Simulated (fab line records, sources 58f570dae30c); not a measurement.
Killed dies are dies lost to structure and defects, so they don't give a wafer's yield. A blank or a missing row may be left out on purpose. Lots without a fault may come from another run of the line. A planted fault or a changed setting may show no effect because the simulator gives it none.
A struck lot beside a sound one | flow berkeley_cmos170 | 23 steps out of a route of 331
Sound: wafers L763.1, L763.4, L763.6. Struck: wafers L768.1, L768.2, L768.6. The cause comes at the end.
At each step with rows: each side's tool, then ch and its chambers, then its first start. Under that, the readings that differ: sound wafers | struck wafers | difference of the means | sigmas: that difference in standard deviations of wafers without a fault.
alike: readings whose means differ by less than 2 such deviations, and words and numbers that are the same on both sides. not compared: withheld readings, readings that some wafer has no value for, bounds like >300 that may hide the same value, and numbers for which the record gives no deviation and whose values overlap.
The two part at a step that has a row with sigmas, a row that says differs or no value, or rows on one side only. Numbers that don't overlap but have no deviation are shown without sigmas and don't part them. A reading that every wafer of one side lacks parts them only if that side has two wafers or more.

UCB170_NWELL_ETCH_13: etches Si3N4 in CH3F/Ar/O2, stops on SiO2, target depth 246.4 nm, time 154 s.
  sound on rie_diel-01 ch 0,1,3, day 5 00:46; struck on rie_diel-01 ch 2,3, day 6 00:23
  reading               | sound             | struck            | difference | sigmas
  oes_product_au (a.u.) | 0.978 0.980 0.973 | 0.957 0.923 0.923 | -0.043     | -2
  alike: drypump_motor_current_A, throttle_valve_pct
  not compared: rf_hours_counter_h
then, 1 step without rows for these wafers: UCB170_NWELL_IMPLANT_14.
UCB170_NWELL_STRIP_15: strips in O2.
  sound on plasma_asher-02 ch 0,1, day 5 01:01; struck on plasma_asher-01 ch 0,1, day 6 00:38
  alike: drypump_motor_current_A, oes_product_au, strip_time_to_endpoint_s
  not compared: rf_hours_counter_h
UCB170_NWELL_TW_MEAS_16:
  sound on film_metro-02, day 5 01:07; struck on film_metro-02, day 6 00:44
  alike: NWELL_TW
then, 6 steps without rows for these wafers: UCB170_NWELL_CLEAN_17 (cleans in SPM, time 600 s); UCB170_NWELL_WET_ETCH_18 (etches Si3N4 in H3PO4, time 14400 s); UCB170_NWELL_WET_ETCH_19 (etches SiO2 in BOE, time 22 s); UCB170_PWELL_CLEAN_00 (cleans in SPM, time 600 s); UCB170_PWELL_CLEAN_01 (cleans in dHF, time 60 s); UCB170_PWELL_OXIDATION_02 (target thk 26.4 nm, ox time 1260 s).
UCB170_PWELL_THK_MEAS_03:
  sound on film_metro-03, day 5 10:32; struck on film_metro-01, day 6 12:34
  alike: PWELL_OXIDE_THK
then, 1 step without rows for these wafers: UCB170_PWELL_ANNEAL_04 (time 900 s).
UCB170_PWELL_CVD_05: deposits Si3N4 from SiH2Cl2/NH3, target thk 220 nm, time 3300 s.
  sound on lpcvd-01 ch 1, day 5 17:06; struck on lpcvd-01 ch 1, day 6 13:53
  reading                                 | sound             | struck            | difference | sigmas
  sih2cl2_flow_sccm (sccm)                | 24.83 24.90 24.95 | 37.63 37.58 37.55 | +12.69     | +99 or more
  model.Si3N4_of_PWELL_CVD_05.thk_nm (nm) | 220.1 218.4 219.5 | 246.5 249.4 249.5 | +29.1      |
  alike: spike_tc_centre_C, spike_tc_load_C
UCB170_PWELL_THK_MEAS_06:
  sound on film_metro-01, day 5 19:02; struck on film_metro-02, day 6 15:47
  reading                | sound             | struck            | difference | sigmas
  PWELL_NITRIDE_THK (nm) | 220.2 218.4 219.4 | 246.7 249.2 249.6 | +29.2      | +18
then, 6 steps without rows for these wafers: UCB170_PWELL_HMDS_07 (prime time 60 s); UCB170_PWELL_COAT_08 (resist thk 900 nm); UCB170_PWELL_SOFTBAKE_09 (time 60 s); UCB170_PWELL_EXPOSE_10 (exposes mask PWELL, target cd 3000 nm); UCB170_PWELL_PEB_11; UCB170_PWELL_DEVELOP_12 (develop time 45 s).
UCB170_PWELL_OVL_MEAS_13:
  sound on overlay-02, day 5 20:17; struck on overlay-01, day 6 16:51
  alike: PWELL_OVL
UCB170_PWELL_ETCH_14: etches Si3N4 in CH3F/Ar/O2, stops on SiO2, target depth 242 nm, time 151 s.
  sound on rie_diel-02 ch 1,2,3, day 5 20:19; struck on rie_diel-04 ch 1,2,3, day 6 16:53
  reading                  | sound             | struck            | difference | sigmas
  oes_product_au (a.u.)    | 0.927 0.918 0.938 | 0.980 0.982 1.002 | +0.060     | +4
  model.etch.depth_nm (nm) | 220.1 218.4 219.5 | 238.2 243.5 244.6 | +22.8      |
  alike: drypump_motor_current_A, throttle_valve_pct
  not compared: rf_hours_counter_h
then, 1 step without rows for these wafers: UCB170_PWELL_IMPLANT_15.

WHERE THEY PART
First at UCB170_NWELL_ETCH_13; last, within this record, at UCB170_PWELL_ETCH_14.

WHY: what the simulator had put in
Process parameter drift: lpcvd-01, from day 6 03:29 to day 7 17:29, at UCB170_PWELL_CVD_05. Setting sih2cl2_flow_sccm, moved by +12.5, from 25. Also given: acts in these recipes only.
